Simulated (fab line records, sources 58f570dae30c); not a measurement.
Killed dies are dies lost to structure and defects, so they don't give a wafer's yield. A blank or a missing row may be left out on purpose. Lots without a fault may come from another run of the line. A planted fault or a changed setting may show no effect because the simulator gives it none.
Which tool did it? | flow berkeley_cmos170 | 7 lots, 21 wafers sampled, at 1 step of a route of 331

WHAT THE GAUGES READ, wafer by wafer
UCB170_PWELL_THK_MEAS_06.
lot  | measured    | on            | PWELL_NITRIDE_THK (nm)
L656 | day 3 21:32 | film_metro-03 | 220.7 222.4 222.8
L659 | day 4 13:11 | film_metro-01 | 221.5 219.5 219.3
L661 | day 4 20:52 | film_metro-02 | 222.2 218.7 221.2
L667 | day 5 12:27 | film_metro-02 | 219.4 219.9 222.7
L669 | day 6 08:47 | film_metro-01 | 218.9 217.4 219.4
L675 | day 8 02:01 | film_metro-02 | 223.6 222.5 222.6
L676 | day 8 08:20 | film_metro-02 | 217.5 218.0 216.9

WHICH TOOL RAN EACH LOT (tool, then ch and the chambers of the sampled wafers, then the start)
The record holds no process step before these readings.

THE ANSWER, worked out from the rows above alone
Rule: what is usual is taken from the lots themselves. Put in order of their means at a reading, lots are off if they are a third of the lots or fewer, leave a main group of 4 or more, and stand apart from it by a gap of 3 or more times the standard deviation of the main group's means; of several such gaps the widest counts. A main group whose means are all the same, to the digits that the tables above print for the reading, isn't used. A lot without any number at a reading at which 4 lots or more have one is off too. The other lots that the step has rows for count as sound.
No lot is off at any reading shown: from this, nothing can be told.

WHAT THE SIMULATOR HAD PUT IN
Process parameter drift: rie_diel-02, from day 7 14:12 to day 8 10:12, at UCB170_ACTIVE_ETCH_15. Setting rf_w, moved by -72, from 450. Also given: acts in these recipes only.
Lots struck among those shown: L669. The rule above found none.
